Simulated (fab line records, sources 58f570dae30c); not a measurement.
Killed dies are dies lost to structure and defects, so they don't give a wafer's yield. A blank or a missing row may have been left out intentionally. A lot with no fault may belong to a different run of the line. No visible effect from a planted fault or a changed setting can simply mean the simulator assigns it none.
The tool behind it: which one? / flow berkeley-cmos170 / Sampling: 15 lots, 45 wafers, 6 of 331 route steps

== WHAT EACH GAUGE READ, for each wafer ==
UCB170_SACOX_THK_MEAS_02. Usual: SACOX_OXIDE_THK typically reads 14.43 nm, with standard deviation 0.24.
lot=L493; measured=day 5 18:35; on=film-metro-04; SACOX_OXIDE_THK (nm)=14.46 14.75 14.50; flag=
lot=L495; measured=day 6 04:00; on=film-metro-01; SACOX_OXIDE_THK (nm)=14.42 14.38 14.53; flag=
lot=L494; measured=day 6 04:01; on=film-metro-04; SACOX_OXIDE_THK (nm)=14.85 14.85 14.53; flag=
lot=L496; measured=day 6 17:03; on=film-metro-01; SACOX_OXIDE_THK (nm)=14.45 14.41 14.44; flag=
lot=L499; measured=day 7 01:40; on=film-metro-04; SACOX_OXIDE_THK (nm)=14.14 14.57 14.66; flag=
lot=L500; measured=day 7 01:40; on=film-metro-03; SACOX_OXIDE_THK (nm)=13.91 13.85 14.04; flag=
lot=L504; measured=day 8 04:14; on=film-metro-03; SACOX_OXIDE_THK (nm)=14.46 14.59 14.23; flag=
lot=L503; measured=day 8 04:15; on=film-metro-04; SACOX_OXIDE_THK (nm)=14.51 14.67 14.64; flag=
lot=L505; measured=day 8 15:41; on=film-metro-01; SACOX_OXIDE_THK (nm)=14.48 14.34 14.42; flag=
lot=L507; measured=day 8 15:41; on=film-metro-04; SACOX_OXIDE_THK (nm)=14.62 14.85 14.48; flag=
lot=L509; measured=day 9 07:39; on=film-metro-03; SACOX_OXIDE_THK (nm)=14.41 14.14 14.29; flag=
lot=L508; measured=day 9 07:41; on=film-metro-01; SACOX_OXIDE_THK (nm)=14.48 14.42 14.43; flag=
lot=L512; measured=day 9 21:40; on=film-metro-03; SACOX_OXIDE_THK (nm)=14.60 14.45 14.76; flag=
lot=L513; measured=day 10 02:23; on=film-metro-04; SACOX_OXIDE_THK (nm)=14.39 14.35 14.43; flag=
lot=L514; measured=day 10 02:23; on=film-metro-01; SACOX_OXIDE_THK (nm)=13.83 14.05 14.08; flag=

UCB170_PLDD_CD_MEAS_06 targets a cd of 1200 nm. Usual: cd-nm 1199.9 nm, standard deviation 1.5.
lot=L493; measured=day 7 04:47; on=cd-sem-02; cd-nm (nm)=1198.3 1198.0 1197.3; flag=
lot=L495; measured=day 7 14:40; on=cd-sem-01; cd-nm (nm)=1201.2 1199.8 1200.8; flag=
lot=L494; measured=day 7 15:15; on=cd-sem-02; cd-nm (nm)=1199.6 1200.9 1199.6; flag=
lot=L496; measured=day 8 06:52; on=cd-sem-02; cd-nm (nm)=1201.3 1201.2 1198.7; flag=
lot=L499; measured=day 8 15:04; on=cd-sem-02; cd-nm (nm)=1200.3 1201.1 1200.7; flag=
lot=L500; measured=day 8 14:49; on=cd-sem-01; cd-nm (nm)=1201.1 1201.7 1203.5; flag=
lot=L504; measured=day 9 18:41; on=cd-sem-02; cd-nm (nm)=1200.9 1200.6 1199.9; flag=
lot=L503; measured=day 9 18:33; on=cd-sem-01; cd-nm (nm)=1199.5 1200.2 1199.4; flag=
lot=L505; measured=day 10 01:21; on=cd-sem-02; cd-nm (nm)=1182.8 1184.1 1183.0 1183.1 1184.1 1182.9; flag=OFF
lot=L507; measured=day 10 01:04; on=cd-sem-02; cd-nm (nm)=1182.7 1183.1 1183.9 1183.0 1182.6 1184.1; flag=OFF
lot=L509; measured=day 10 18:08; on=cd-sem-01; cd-nm (nm)=1196.3 1197.4 1196.6; flag=
lot=L508; measured=day 10 18:23; on=cd-sem-02; cd-nm (nm)=1186.7 1185.7 1186.4 1186.3 1186.1 1185.9; flag=OFF
lot=L512; measured=day 11 02:42; on=cd-sem-01; cd-nm (nm)=1199.5 1197.9 1199.8; flag=
lot=L513; measured=day 11 09:23; on=cd-sem-02; cd-nm (nm)=1198.2 1199.5 1199.0; flag=
lot=L514; measured=day 11 09:07; on=cd-sem-02; cd-nm (nm)=1199.7 1200.2 1198.5; flag=

UCB170_PLDD_TW_MEAS_11. Usual: PLDD_TW typically reads 1011, with standard deviation 6.2.
lot=L493; measured=day 7 05:20; on=film-metro-02; PLDD_TW=1015 1012 1013; flag=
lot=L495; measured=day 7 15:13; on=film-metro-01; PLDD_TW=1022 1018 1014; flag=
lot=L494; measured=day 7 15:47; on=film-metro-04; PLDD_TW=1007 1002 1001; flag=
lot=L496; measured=day 8 07:24; on=film-metro-01; PLDD_TW=1014 1013 1018; flag=
lot=L499; measured=day 8 15:37; on=film-metro-04; PLDD_TW=1001 1003 1003; flag=
lot=L500; measured=day 8 15:22; on=film-metro-01; PLDD_TW=1015 1016 1018; flag=
lot=L504; measured=day 9 19:17; on=film-metro-02; PLDD_TW=1010 1018 1006; flag=
lot=L503; measured=day 9 19:06; on=film-metro-02; PLDD_TW=1014 1010 1011; flag=
lot=L505; measured=day 10 04:18; on=film-metro-02; PLDD_TW=30 30 30 30 30 30; flag=OFF
lot=L507; measured=day 10 07:40; on=film-metro-02; PLDD_TW=30 30 30 30 30 30; flag=OFF
lot=L509; measured=day 10 18:42; on=film-metro-04; PLDD_TW=1005 998 998; flag=
lot=L508; measured=day 10 22:14; on=film-metro-02; PLDD_TW=30 30 30 30 30 30; flag=OFF
lot=L512; measured=day 11 03:17; on=film-metro-02; PLDD_TW=1016 1009 1018; flag=
lot=L513; measured=day 11 09:56; on=film-metro-04; PLDD_TW=1003 1003 1003; flag=
lot=L514; measured=day 11 09:40; on=film-metro-01; PLDD_TW=1024 1021 1022; flag=

UCB170_NLDD_CD_MEAS_06 targets a cd of 1200 nm. Usual: cd-nm 1199.6 nm, standard deviation 1.5.
lot=L493; measured=day 7 07:14; on=cd-sem-01; cd-nm (nm)=1200.3 1201.0 1201.0; flag=
lot=L495; measured=day 7 16:38; on=cd-sem-01; cd-nm (nm)=1200.3 1202.1 1201.3; flag=
lot=L494; measured=day 7 17:07; on=cd-sem-02; cd-nm (nm)=1197.8 1198.2 1198.8; flag=
lot=L496; measured=day 8 08:50; on=cd-sem-01; cd-nm (nm)=1202.0 1202.6 1202.8; flag=
lot=L499; measured=day 8 16:59; on=cd-sem-02; cd-nm (nm)=1199.2 1198.0 1199.1; flag=
lot=L500; measured=day 8 16:43; on=cd-sem-02; cd-nm (nm)=1199.9 1200.1 1200.4; flag=
lot=L504; measured=day 9 23:37; on=cd-sem-01; cd-nm (nm)=1197.4 1198.9 1197.5; flag=
lot=L503; measured=day 9 22:34; on=cd-sem-01; cd-nm (nm)=1199.6 1199.1 1198.7; flag=
lot=L509; measured=day 10 19:56; on=cd-sem-02; cd-nm (nm)=1198.0 1198.0 1199.1; flag=
lot=L512; measured=day 11 04:43; on=cd-sem-02; cd-nm (nm)=1197.6 1198.8 1198.5; flag=
lot=L513; measured=day 11 11:58; on=cd-sem-01; cd-nm (nm)=1197.2 1198.9 1200.3; flag=
lot=L514; measured=day 11 10:52; on=cd-sem-02; cd-nm (nm)=1196.4 1198.2 1197.7; flag=

UCB170_NLDD_OVL_MEAS_07. Usual: NLDD_OVL typically reads -1 nm, with standard deviation 5.6.
lot=L493; measured=day 7 07:20; on=overlay-02; NLDD_OVL (nm)=1 -1 8; flag=
lot=L495; measured=day 7 16:46; on=overlay-02; NLDD_OVL (nm)=-4 -6 -10; flag=
lot=L494; measured=day 7 17:13; on=overlay-01; NLDD_OVL (nm)=0 5 0; flag=
lot=L496; measured=day 8 08:55; on=overlay-01; NLDD_OVL (nm)=9 0 8; flag=
lot=L499; measured=day 8 17:07; on=overlay-02; NLDD_OVL (nm)=-8 -1 1; flag=
lot=L500; measured=day 8 16:50; on=overlay-01; NLDD_OVL (nm)=-2 -4 -2; flag=
lot=L504; measured=day 9 23:44; on=overlay-01; NLDD_OVL (nm)=0 4 6; flag=
lot=L503; measured=day 9 22:40; on=overlay-01; NLDD_OVL (nm)=-1 2 -6; flag=
lot=L509; measured=day 10 20:03; on=overlay-02; NLDD_OVL (nm)=-6 1 -5; flag=
lot=L512; measured=day 11 04:50; on=overlay-01; NLDD_OVL (nm)=4 -6 -5; flag=
lot=L513; measured=day 11 12:05; on=overlay-01; NLDD_OVL (nm)=3 5 1; flag=
lot=L514; measured=day 11 10:59; on=overlay-02; NLDD_OVL (nm)=-1 -2 -13; flag=

== WHAT TOOL EACH LOT RAN ON (gives the tool, then ch and the chambers of the sampled wafers, and finally the start) ==
lot=L493; UCB170_PLDD_DEVELOP_05=litho-track-02 ch 0, day 7 04:00
lot=L495; UCB170_PLDD_DEVELOP_05=litho-track-03 ch 0, day 7 14:00
lot=L494; UCB170_PLDD_DEVELOP_05=litho-track-03 ch 0, day 7 15:00
lot=L496; UCB170_PLDD_DEVELOP_05=litho-track-02 ch 0, day 8 06:00
lot=L499; UCB170_PLDD_DEVELOP_05=litho-track-03 ch 0, day 8 14:00
lot=L500; UCB170_PLDD_DEVELOP_05=litho-track-04 ch 0, day 8 14:00
lot=L504; UCB170_PLDD_DEVELOP_05=litho-track-02 ch 0, day 9 18:00
lot=L503; UCB170_PLDD_DEVELOP_05=litho-track-04 ch 0, day 9 18:00
lot=L505; UCB170_PLDD_DEVELOP_05=litho-track-02 ch 0, day 10 01:00
lot=L507; UCB170_PLDD_DEVELOP_05=litho-track-02 ch 0, day 10 00:00
lot=L509; UCB170_PLDD_DEVELOP_05=litho-track-03 ch 0, day 10 18:00
lot=L508; UCB170_PLDD_DEVELOP_05=litho-track-02 ch 0, day 10 18:00
lot=L512; UCB170_PLDD_DEVELOP_05=litho-track-03 ch 0, day 11 02:00
lot=L513; UCB170_PLDD_DEVELOP_05=litho-track-03 ch 0, day 11 09:00
lot=L514; UCB170_PLDD_DEVELOP_05=litho-track-03 ch 0, day 11 08:00
- UCB170_PLDD_DEVELOP_05: develop time 45 s.

== AS READ BY THE TOOLS THEMSELVES (means over the sampled wafers that have a number; for cases with no such wafer, the mark the record gives instead) ==
The record holds no such reading with a usual standard deviation.

== THE ANSWER, worked out from the rows above alone ==
Rule: a lot is off if the mean of its wafers that have a number lies more than 3 standard deviations from the usual mean. Also off: a lot with no number at a reading for which 4 or more lots have one. All remaining lots with rows at the step are treated as sound. First the gauges in route order, then the tools' own readings, where a lot's mean is used as printed above. At the first step where some lot is off, the reading lying furthest off is the one used; lots without a number count as furthest.
Off: L505, L507, L508, at UCB170_PLDD_CD_MEAS_06 (cd-nm).
If a tool, at a process step before that reading, ran all the lots that are off and no sound lot after the first of them, it fits. Not tried: the gauges at UCB170_PLDD_CD_MEAS_06; whatever is off there is also off at UCB170_PLDD_TW_MEAS_11, on other tools, and gauge error can't account for it. One fits: litho-track-02 at UCB170_PLDD_DEVELOP_05. Its last sound lot is L504 (day 9 18:00), its first lot that is off L507 (day 10 00:00): a fault that began between those two fits.

== WHAT THE SIMULATOR HAD PUT IN ==
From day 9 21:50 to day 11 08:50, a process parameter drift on litho-track-02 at UCB170_PLDD_DEVELOP_05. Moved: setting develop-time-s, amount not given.
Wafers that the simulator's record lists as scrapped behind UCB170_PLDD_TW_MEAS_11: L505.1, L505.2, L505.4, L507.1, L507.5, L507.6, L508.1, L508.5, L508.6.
Struck lots among those shown: L505, L507, L508. The rule above found the same.
